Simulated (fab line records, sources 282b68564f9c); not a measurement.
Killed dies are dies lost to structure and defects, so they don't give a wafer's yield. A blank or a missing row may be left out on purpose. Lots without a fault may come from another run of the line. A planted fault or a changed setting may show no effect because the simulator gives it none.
A struck lot beside a sound one | flow rit_cmos | 17 steps out of a route of 202
Sound: wafers L360.1, L360.3, L360.5. Struck: wafers L374.1, L374.4, L374.6. The cause comes at the end.
At each step with rows: each side's tool, then ch and its chambers, then its first start. Under that, the readings that differ: sound wafers | struck wafers | difference of the means | sigmas: that difference in standard deviations of wafers without a fault.
alike: readings whose means differ by less than 2 such deviations, and words and numbers that are the same on both sides. not compared: withheld readings, readings that some wafer has no value for, bounds like >300 that may hide the same value, and numbers for which the record gives no deviation and whose values overlap.
The two part at a step that has a row with sigmas, a row that says differs or no value, or rows on one side only. Numbers that don't overlap but have no deviation are shown without sigmas and don't part them. A reading that every wafer of one side lacks parts them only if that side has two wafers or more.

first, 1 step without rows for these wafers: RIT_ACTIVE_OXIDATION_01 (target thk 46.8 nm, ox time 3360 s).
RIT_ACTIVE_THK_MEAS_02:
  sound on film_metro-02, day 1 18:59; struck on film_metro-02, day 4 15:03
  alike: ACTIVE_OXIDE_THK
then, 1 step without rows for these wafers: RIT_ACTIVE_CVD_03 (deposits Si3N4 from SiH2Cl2/NH3, target thk 150 nm, time 1500 s).
RIT_ACTIVE_THK_MEAS_04:
  sound on film_metro-02, day 1 20:27; struck on film_metro-02, day 4 16:32
  alike: ACTIVE_NITRIDE_THK
then, 6 steps without rows for these wafers: RIT_ACTIVE_HMDS_05 (prime time 60 s); RIT_ACTIVE_COAT_06 (resist thk 1000 nm); RIT_ACTIVE_SOFTBAKE_07 (time 60 s); RIT_ACTIVE_EXPOSE_08 (exposes mask M1, target cd 1400 nm); RIT_ACTIVE_PEB_09; RIT_ACTIVE_DEVELOP_10 (develop time 50 s).
RIT_ACTIVE_CD_MEAS_11: target cd 1400 nm.
  sound on cd_sem-02, day 1 21:29; struck on cd_sem-02, day 4 17:26
  alike: cd_nm
then, 1 step without rows for these wafers: RIT_ACTIVE_HARDBAKE_12 (time 60 s).
RIT_ACTIVE_ETCH_13: etches Si3N4 in SF6, stops on SiO2, time 210 s, target depth 210 nm.
  sound on rie_diel-04 ch 0,1,2, day 1 21:46; struck on rie_diel-01 ch 2,3, day 4 17:43
  no value came back on the struck wafers for any of 5 readings (SF6_flow_sccm (sccm), chamber_pressure_mTorr (mTorr) and others); on the sound wafers SF6_flow_sccm (sccm) reads 199.9 201.1 199.9
  reading                                     | sound             | struck            | difference | sigmas
  model.NOVOLAK_of_ACTIVE_COAT_06.thk_nm (nm) | 650.4 666.8 658.3 | 887.7 886.3 886.1 | +228.2     |
  not compared: rf_hours_counter_h
RIT_ACTIVE_STRIP_14: strips in O2, time 180 s.
  sound on plasma_asher-01 ch 0,1, day 1 21:53; struck on plasma_asher-03 ch 0, day 4 17:50
  alike: drypump_motor_current_A
  not compared: rf_hours_counter_h
RIT_ACTIVE_CD_MEAS_90: target cd 1400 nm.
  sound on cd_sem-01, day 1 22:04; struck on cd_sem-02, day 4 18:01
  reading    | sound                | struck | difference                    | sigmas
  cd_nm (nm) | 1399.3 1399.2 1397.6 | - - -  | no value on the struck wafers |
then, 1 step without rows for these wafers: RIT_ACTIVE_CLEAN_15 (cleans in SC1, time 600 s).
-- the record jumps here: 3 days lie between the struck wafers' starts before and after (it left off in module ACTIVE and takes up again in module M1, whose first step shown is number 202 of the route) --
RIT_M1_PROBE_99:
  sound on prober-01, day 3 18:39; struck on prober-02, day 7 15:02
  reading             | sound   | struck      | difference | sigmas
  killed_at_front_end | 10 8 11 | 264 264 264 | +254       | +82
  killed_dies         | 10 8 11 | 264 264 264 | +254       | +82
  killed_on_rim       | 2 2 4   | 70 70 70    | +67        | +52
  alike: killed_at_contacts, killed_open, killed_short

WHERE THEY PART
First at RIT_ACTIVE_ETCH_13; last, within this record, at RIT_M1_PROBE_99.

WHY: what the simulator had put in
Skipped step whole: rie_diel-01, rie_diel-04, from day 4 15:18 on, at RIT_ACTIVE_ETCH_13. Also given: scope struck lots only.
